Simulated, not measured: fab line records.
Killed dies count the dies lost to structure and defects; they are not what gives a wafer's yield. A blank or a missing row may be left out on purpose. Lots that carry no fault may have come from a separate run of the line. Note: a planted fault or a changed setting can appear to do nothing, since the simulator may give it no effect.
A lot that was struck, set against a sound lot ; flow rit_cmos ; 15 out of 202 route steps
Sound: these wafers, L634.1, L634.4, L634.5. Struck: wafer L652.4. (L652.1, L652.6 of the same lot were not struck and are left out.) The cause comes at the end.
Each step with rows lists, per side, the tool, then ch with its chambers, then its first start. Under that, the readings that differ: sound wafers ; struck wafers ; difference of the means ; sigmas: that difference in standard deviations of wafers without a fault.
alike: a reading whose means differ by less than 2 such deviations, as well as words and numbers matching on both sides. not compared: withheld readings; readings where some wafer has no value; bounds like >300 that might hide an equal value; numbers whose values overlap and for which the record gives no deviation.
Wherever a step has rows on one side only, a row that says differs or no value, or a row with sigmas, the two part there. Non-overlapping numbers with no deviation appear without sigmas and do not part them. A reading missing from all wafers of one side parts the sides only when that side holds two or more wafers.

RIT_GATE_THK_MEAS_07:
  sound on film_metro-01, day 2 12:10; struck on film_metro-04, day 6 05:47
  alike: GATE_OXIDE_THK
then, 1 step without rows for these wafers: RIT_GATE_CVD_08 (deposits poly-Si from SiH4, target thk 250 nm, time 2220 s).
RIT_GATE_THK_MEAS_09:
  sound on film_metro-01, day 2 13:50; struck on film_metro-01, day 6 07:28
reading;sound;struck;difference;sigmas
GATE_POLY_THK (nm);243.2 243.0 242.3;249.0;+6.2;+2
then, 6 steps without rows for these wafers: RIT_GATE_HMDS_10 (prime time 60 s); RIT_GATE_COAT_11 (resist thk 857.1 nm); RIT_GATE_SOFTBAKE_12 (time 60 s); RIT_GATE_EXPOSE_13 (exposes mask M6, target cd 150 nm); RIT_GATE_PEB_14; RIT_GATE_DEVELOP_15 (develop time 50 s).
RIT_GATE_CD_MEAS_16: target cd 150 nm.
  sound on cd_sem-02, day 2 14:45; struck on cd_sem-02, day 6 08:22
  alike: cd_nm
RIT_GATE_OVL_MEAS_17:
  sound on overlay-01, day 2 14:52; struck on overlay-02, day 6 08:29
  alike: GATE_OVL
then, 1 step without rows for these wafers: RIT_GATE_HARDBAKE_18 (time 60 s).
RIT_GATE_ETCH_19: etches poly-Si in SF6/CHF3/O2, stops on SiO2, time 165 s, target depth 312.5 nm.
  sound on rie_si-02 ch 1,3, day 2 15:04; struck on rie_si-02 ch 0, day 6 08:41
reading;sound;struck;difference;sigmas
model.NOVOLAK_of_GATE_COAT_11.thk_nm (nm);677.3 679.1 680.5;664.9;-14.1;
  alike: SF6_flow_sccm, drypump_motor_current_A, oes_product_au, rf_fwd_power_W, throttle_valve_pct
  not compared: rf_hours_counter_h
RIT_GATE_STRIP_20: strips in O2, time 180 s.
  sound on plasma_asher-03 ch 0,1, day 2 15:10; struck on plasma_asher-03 ch 0, day 6 08:47
  alike: drypump_motor_current_A
  not compared: rf_hours_counter_h
RIT_M1_PROBE_99:
  sound on prober-01, day 3 12:56; struck on prober-02, day 7 04:38
  alike: killed_at_contacts, killed_at_front_end, killed_dies, killed_on_rim, killed_open, killed_short

## WHERE THEY PART
Only at RIT_GATE_THK_MEAS_09, as far as this record shows. Later steps at which nothing parts them and some readings are alike: RIT_GATE_CD_MEAS_16, RIT_GATE_OVL_MEAS_17, RIT_GATE_ETCH_19, RIT_GATE_STRIP_20, RIT_M1_PROBE_99.

WHY: what the simulator had put in
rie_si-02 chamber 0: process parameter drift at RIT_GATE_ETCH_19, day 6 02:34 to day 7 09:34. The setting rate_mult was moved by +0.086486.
